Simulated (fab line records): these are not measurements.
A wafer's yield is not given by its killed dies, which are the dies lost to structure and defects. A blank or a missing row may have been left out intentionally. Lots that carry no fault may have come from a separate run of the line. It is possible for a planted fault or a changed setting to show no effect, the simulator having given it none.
A lot that was struck, set against a sound lot :: flow berkeley_cmos170 :: 16 steps out of a route of 331
Sound: wafers L567.1, L567.4, L567.5. The struck wafers were L561.1, L561.4, L561.6. Last of all comes the cause.
Per side, at each step with rows, come the tool, then ch with its chambers, and then its first start. Under that, the readings that differ: sound wafers :: struck wafers :: difference of the means :: sigmas: that difference in standard deviations of wafers without a fault.
alike: readings with means less than 2 such deviations apart, plus words and numbers identical on both sides. not compared: withheld readings, readings lacking a value on some wafer, bounds such as >300 that could conceal the same value, and numbers that have no deviation in the record and whose values overlap.
A row with sigmas, a row that says differs or no value, or rows on one side alone: a step with any of these is where the two part. Numbers that have no deviation but don't overlap get no sigmas and don't part them. Lack of a reading on every wafer of one side parts them only where that side has two or more wafers.

first, 1 step without rows for these wafers: UCB170_PFIELD_IMPLANT_07.
UCB170_PFIELD_STRIP_08: strips in O2.
  sound on plasma_asher-02 ch 0,1, day 7 15:10; struck on plasma_asher-01 ch 1, day 6 15:29
reading: oes_product_au (a.u.)
sound: 0.735 0.742 0.743
struck: 0.727 0.737 0.727
difference: -0.010
sigmas: -2
  alike: drypump_motor_current_A, strip_time_to_endpoint_s
  not compared: rf_hours_counter_h
UCB170_PFIELD_TW_MEAS_09:
  sound on film_metro-02, day 7 15:16; struck on film_metro-04, day 6 15:35
reading: PFIELD_TW
sound: 609 604 604
struck: 592 594 595
difference: -12
sigmas: -2
then, 2 steps without rows for these wafers: UCB170_FIELD_CLEAN_00 (cleans in dHF, time 7.5 s); UCB170_FIELD_OXIDATION_01 (target thk 558.3 nm, ox time 7200 s).
UCB170_FIELD_THK_MEAS_02:
  sound on film_metro-04, day 7 22:18; struck on film_metro-04, day 6 21:53
  alike: FIELD_OXIDE_THK
then, 4 steps without rows for these wafers: UCB170_FIELD_ANNEAL_03 (time 1200 s); UCB170_FIELD_WET_ETCH_04 (etches SiO2 in dHF, time 60 s); UCB170_FIELD_WET_ETCH_05 (etches Si3N4 in H3PO4, time 12600 s); UCB170_FIELD_WET_ETCH_06 (etches SiO2 in BOE, time 21.54 s).
UCB170_FIELD_THK_MEAS_90:
  sound on film_metro-02, day 8 06:45; struck on film_metro-04, day 7 09:05
  alike: FIELD_OXIDE_LEFT_1_THK
then, 1 step without rows for these wafers: UCB170_SACOX_CLEAN_00 (cleans in dHF, time 7.5 s).
UCB170_SACOX_OXIDATION_01: target thk 14.4 nm, ox time 2400 s.
  sound on furnace-01 ch 0, day 8 11:14; struck on furnace-02 ch 0, day 7 17:02
UCB170_SACOX_THK_MEAS_02:
  sound on film_metro-02, day 8 12:54; struck on film_metro-02, day 7 18:41
reading: SACOX_OXIDE_THK (nm)
sound: 14.31 13.96 14.30
struck: 23.18 22.92 23.37
difference: +8.97
sigmas: +36
then, 2 steps without rows for these wafers: UCB170_SCREENOX_WET_ETCH_00 (etches SiO2 in dHF, time 200 s); UCB170_M3_PROBE_99.

== WHERE THEY PART ==
At UCB170_PFIELD_STRIP_08 first; at UCB170_SACOX_THK_MEAS_02 last (within this record only).

WHY: what the simulator had put in
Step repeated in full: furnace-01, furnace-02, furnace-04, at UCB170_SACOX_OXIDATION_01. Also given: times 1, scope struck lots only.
